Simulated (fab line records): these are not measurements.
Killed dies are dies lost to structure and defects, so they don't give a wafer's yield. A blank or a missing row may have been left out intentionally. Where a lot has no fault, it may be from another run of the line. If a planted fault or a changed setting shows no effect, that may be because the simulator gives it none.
Comparing a struck lot with a sound one	flow rit_cmos	17 out of 202 route steps
Sound: the wafers L154.1, L154.2, L154.3. Struck: wafers L157.1, L157.3, L157.5. Last of all comes the cause.
Per side, at each step with rows, come the tool, then ch with its chambers, and then its first start. Under that, the readings that differ: sound wafers	struck wafers	difference of the means	sigmas: that difference in standard deviations of wafers without a fault.
alike: a reading whose means differ by less than 2 such deviations, as well as words and numbers matching on both sides. not compared: withheld readings; readings where some wafer has no value; bounds like >300 that might hide an equal value; numbers whose values overlap and for which the record gives no deviation.
Wherever a step has rows on one side only, a row that says differs or no value, or a row with sigmas, the two part there. Numbers that don't overlap but have no deviation are shown without sigmas and don't part them. Lack of a reading on every wafer of one side parts them only where that side has two or more wafers.

first, 1 step without rows for these wafers: RIT_PLDD_IMPLANT_08.
RIT_PLDD_STRIP_09: strips in O2, time 180 s.
  sound on plasma_asher-04 ch 0,1, day 3 14:23; struck on plasma_asher-04 ch 0,1, day 4 04:23
  alike: drypump_motor_current_A
  not compared: rf_hours_counter_h
RIT_PLDD_TW_MEAS_10:
  sound: film_metro-04 at day 3 14:34; struck: film_metro-01 at day 4 04:33
reading	sound	struck	difference	sigmas
PLDD_TW	2311 2312 2313	2356 2358 2359	+46	+4
then, 4 steps without rows for these wafers: RIT_SPACER_CLEAN_00 (cleans in SC1, time 600 s); RIT_SPACER_CLEAN_01 (cleans in dHF, time 30 s); RIT_SPACER_CLEAN_02 (cleans in SC2, time 600 s); RIT_SPACER_CVD_03 (deposits Si3N4 from SiH2Cl2/NH3, target thk 250 nm, time 3300 s).
RIT_SPACER_THK_MEAS_04:
  sound: film_metro-03 at day 3 16:56; struck: film_metro-03 at day 4 07:28
  alike: SPACER_NITRIDE_THK
RIT_SPACER_ETCHBACK_05: etches Si3N4 in SF6/CHF3, stops on SiO2, target depth 250 nm, time 240 s.
  sound on rie_diel-02 ch 0,2,3, day 3 17:00; struck on rie_diel-01 ch 0,2,3, day 4 07:31
  alike: drypump_motor_current_A, oes_product_au, throttle_valve_pct
  not compared: rf_hours_counter_h
then, 3 steps without rows for these wafers: RIT_NSD_HMDS_00 (prime time 60 s); RIT_NSD_COAT_01 (resist thk 1000 nm); RIT_NSD_SOFTBAKE_02 (time 60 s).
RIT_NSD_EXPOSE_03: exposes mask M9, target cd 40700 nm.
  sound on iline_stepper-01 ch 0, day 3 17:43; struck on iline_stepper-01 ch 0, day 4 08:10
reading	sound	struck	difference	sigmas
mask	M9#0 M9#0 M9#0	M9_R1#0 M9_R1#0 M9_R1#0	differs	
following that, these wafers have no rows for 1 step: RIT_NSD_PEB_04.
RIT_NSD_DEVELOP_05: develop time 50 s.
  sound on litho_track-04 ch 0; struck on litho_track-04 ch 0
reading	sound	struck	difference	sigmas
chill_plate_temp_C (C)	22.96 23.23 23.11	22.85 22.92 22.76	-0.26	-3
model.NSD.cd_nm (nm)	4.07e+04 4.07e+04 4.07e+04	4.035e+04 4.035e+04 4.035e+04	-3.500e+02	
  alike: exhaust_pa
RIT_NSD_OVL_MEAS_06:
  sound: overlay-01 at day 3 18:07; struck: overlay-01 at day 4 08:34
  alike: NSD_OVL
RIT_M1_PROBE_99:
  sound: prober-02 at day 4 04:24; struck: prober-01 at day 4 18:37
reading	sound	struck	difference	sigmas
killed_at_M0_to_M3	0 0 0	1 0 0	+0	+3
model.etest.select_edge_diode_n.leak_log10_a (angstrom)	-9.736 -9.82 -10.11	-6.264 -6.688 -6.733	+3.327	
  alike: killed_at_front_end, killed_dies, killed_open, killed_short

== WHERE THEY PART ==
Earliest at RIT_PLDD_TW_MEAS_10; latest, in this record, at RIT_M1_PROBE_99.

WHY: what had been put in by the simulator
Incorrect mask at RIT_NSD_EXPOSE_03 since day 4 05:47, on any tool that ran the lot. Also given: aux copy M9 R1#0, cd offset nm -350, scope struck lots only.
